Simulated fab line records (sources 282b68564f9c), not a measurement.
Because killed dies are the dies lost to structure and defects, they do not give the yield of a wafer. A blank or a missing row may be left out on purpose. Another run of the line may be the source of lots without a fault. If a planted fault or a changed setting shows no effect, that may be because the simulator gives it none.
Comparing a struck lot with a sound one + flow rit_cmos + 17 steps out of a route of 202
Sound: these wafers, L102.3, L102.5, L102.6. The struck wafers were L112.2, L112.5, L112.6. The cause is named last.
Per side, at each step with rows, come the tool, then ch with its chambers, and then its first start. Under that, the readings that differ: sound wafers + struck wafers + difference of the means + sigmas: that difference in standard deviations of wafers without a fault.
alike: readings with means less than 2 such deviations apart, plus words and numbers identical on both sides. not compared: withheld readings, readings lacking a value on some wafer, bounds such as >300 that could conceal the same value, and numbers that have no deviation in the record and whose values overlap.
A row with sigmas, a row that says differs or no value, or rows on one side alone: a step with any of these is where the two part. Non-overlapping numbers with no deviation appear without sigmas and do not part them. Lack of a reading on every wafer of one side parts them only where that side has two or more wafers.

RIT_PWELL_TW_MEAS_10:
  sound on film_metro-04, day 3 01:59; struck on film_metro-02, day 5 03:41
  alike: PWELL_TW
then, 1 step without rows for these wafers: RIT_WELLDRIVE_ANNEAL_00 (time 14700 s).
RIT_WELLDRIVE_RS_MEAS_01: the measuring method here is four-point-probe.
  sound on film_metro-01, day 3 07:09; struck on film_metro-01, day 5 08:51
  alike: NWELL_RS
RIT_WELLDRIVE_RS_MEAS_02: the measuring method here is four-point-probe.
  sound on film_metro-01, day 3 07:16; struck on film_metro-01, day 5 08:58
  alike: PWELL_RS
then, 6 steps without rows for these wafers: RIT_NRETRO_HMDS_00 (prime time 60 s); RIT_NRETRO_COAT_01 (resist thk 1300 nm); RIT_NRETRO_SOFTBAKE_02 (time 60 s); RIT_NRETRO_EXPOSE_03 (exposes mask M4, target cd 43900 nm); RIT_NRETRO_PEB_04; RIT_NRETRO_DEVELOP_05 (develop time 68 s).
RIT_NRETRO_OVL_MEAS_06:
  sound on overlay-02, day 3 08:17; struck on overlay-02, day 5 09:57
  alike: NRETRO_OVL
then, 1 step without rows for these wafers: RIT_NRETRO_HARDBAKE_07 (time 120 s).
RIT_NRETRO_IMPLANT_08:
  sound on implanter-02 ch 0, day 3 08:37; struck on implanter-02 ch 0, day 5 10:16
| reading                   | sound             | struck            | difference | sigmas |
|---------------------------|-------------------|-------------------|------------|--------|
| implant_ion_amu           | 31 31 31          | 75 75 75          | +44        |        |
| model.implant.rp_nm (nm)  | 84.19 84.19 84.19 | 41.18 41.18 41.18 | -43.01     |        |
| model.implant.drp_nm (nm) | 33.94 33.94 33.94 | 18.17 18.17 18.17 | -15.77     |        |
  alike: dose_ions_cm2
RIT_NRETRO_STRIP_09: strips in O2, time 180 s.
  sound on plasma_asher-02 ch 0,1, day 3 08:46; struck on plasma_asher-02 ch 0,1, day 5 10:23
  alike: drypump_motor_current_A, o2_flow_sccm
  not compared: rf_hours_counter_h
RIT_NRETRO_TW_MEAS_10:
  sound on film_metro-03, day 3 08:54; struck on film_metro-03, day 5 10:34
| reading   | sound          | struck         | difference | sigmas |
|-----------|----------------|----------------|------------|--------|
| NRETRO_TW | 1053 1042 1052 | 1425 1432 1428 | +379       | +32    |
then, 1 step without rows for these wafers: RIT_PRETRO_HMDS_00 (prime time 60 s).
RIT_M1_PROBE_99:
  sound on prober-01, day 4 17:20; struck on prober-02, day 6 16:44
  alike: killed_at_contacts, killed_at_front_end, killed_dies, killed_open, killed_short

WHERE THEY PART
Only at RIT_NRETRO_TW_MEAS_10, within this record. Later steps at which nothing parts them and some readings are alike: RIT_M1_PROBE_99.

WHY: the cause the simulator had injected
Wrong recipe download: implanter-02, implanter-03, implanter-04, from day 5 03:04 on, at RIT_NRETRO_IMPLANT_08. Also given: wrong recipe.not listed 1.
